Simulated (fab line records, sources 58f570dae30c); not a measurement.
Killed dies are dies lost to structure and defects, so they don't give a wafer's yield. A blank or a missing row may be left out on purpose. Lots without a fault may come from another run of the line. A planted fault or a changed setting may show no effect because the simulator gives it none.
One fault seen from 2 desks | flow berkeley_cmos170 | each desk has only its own numbers; what lay behind them comes last

THE METROLOGY DESK
What the gauges read, lot by lot, whatever tool the lot ran on: means of the sampled wafers that have a number. A lot is out of limits, marked OUT, if its mean lies more than 4 standard deviations from the usual mean; the brackets give that distance.
Columns: A = cd_nm at UCB170_CONTACT_CD_MEAS_15, usual 700.3 nm; B = cd_nm at UCB170_M1_CD_MEAS_90, usual 700.5 nm
lot  | first seen here | A     | B
L901 | day 7 10:47     | 700.7 | 702.2
L900 | day 7 12:13     | 701.0 | 700.9
L899 | day 7 12:32     | 701.7 | 699.8
L902 | day 7 23:31     | 701.3 | 700.6
L903 | day 8 08:37     | 699.3 | 702.5
L905 | day 9 03:28     | 699.5 | 698.8
L910 | day 9 13:00     | 701.4 | 701.9
L911 | day 9 18:41     | 700.0 | 701.0
L909 | day 10 08:08    | 698.4 | 681.4 (-9.1) OUT
L916 | day 10 18:56    | 700.0 | 681.0 (-9.3) OUT
L914 | day 10 19:11    | 699.8 | 681.8 (-8.9) OUT
L918 | day 10 23:04    | 700.7 | 696.9
L917 | day 10 23:20    | 698.1 | 699.1
L920 | day 12 08:02    | 697.0 | 703.4
This desk's finding: out of limits on L909, L914, L916; first on L909, day 10 10:45 (cd_nm at UCB170_M1_CD_MEAS_90). In limits: L901, L900, L899, L902, L903, L905, L910, L911, L918, L917, L920.

THE TOOL OWNER'S DESK: rie_metal-03
The tool's own readings at UCB170_M1_METAL_ETCH_12 (etches Al in Cl2/BCl3, stops on PSG, target depth 780 nm, time 130 s): means of the sampled wafers that have a number, for each lot that ran on this tool. A lot is out of limits, marked OUT, if its mean lies more than 4 standard deviations from the usual mean; the brackets give that distance.
Columns: A = chamber_pressure_mTorr at UCB170_M1_METAL_ETCH_12, usual 12.000 mTorr; B = drypump_motor_current_A at UCB170_M1_METAL_ETCH_12, usual 5.8 A; C = oes_product_au at UCB170_M1_METAL_ETCH_12, usual 0.858 a.u.; D = run_length_s at UCB170_M1_METAL_ETCH_12, usual 158.1 s; E = throttle_valve_pct at UCB170_M1_METAL_ETCH_12, usual 24.41 %
lot  | first seen here | A      | B   | C                | D                       | E
L903 | day 8 10:37     | 12.007 | 6.0 | 0.864            | 158.0                   | 24.38
L905 | day 9 05:47     | 11.992 | 6.0 | 0.876            | 157.8                   | 24.36
L910 | day 9 15:38     | 11.995 | 6.0 | 0.876            | 157.9                   | 24.37
L911 | day 9 22:28     | 12.003 | 6.0 | 0.866            | 157.8                   | 24.44
L909 | day 10 10:31    | 11.996 | 6.0 | 0.694 (-9.7) OUT | 234.5 (+99 or more) OUT | 24.46
L916 | day 10 22:34    | 12.003 | 6.0 | 0.686 (-10) OUT  | 234.4 (+99 or more) OUT | 24.46
L914 | day 10 22:50    | 11.996 | 5.9 | 0.691 (-9.8) OUT | 234.1 (+99 or more) OUT | 24.53
This desk's finding: out of limits on L909, L914, L916; first on L909, day 10 10:31 (oes_product_au at UCB170_M1_METAL_ETCH_12). In limits: L903, L905, L910, L911.

PUT TOGETHER
The tool owner's desk could have raised an alarm at day 10 10:31, on L909, L914, L916.
The metrology desk could have raised an alarm at day 10 10:45, on L909, L914, L916.
Of the lots named, all ran UCB170_M1_METAL_ETCH_12 on rie_metal-03.

WHAT THE SIMULATOR HAD PUT IN
Process parameter drift: rie_metal-03, from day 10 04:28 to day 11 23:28, at UCB170_M1_METAL_ETCH_12. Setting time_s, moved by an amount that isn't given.
Lots struck among those shown: L909, L914, L916.
Hours from the fault's start to each desk's first reading out of limits: the tool owner's desk, 6; the metrology desk, 6.
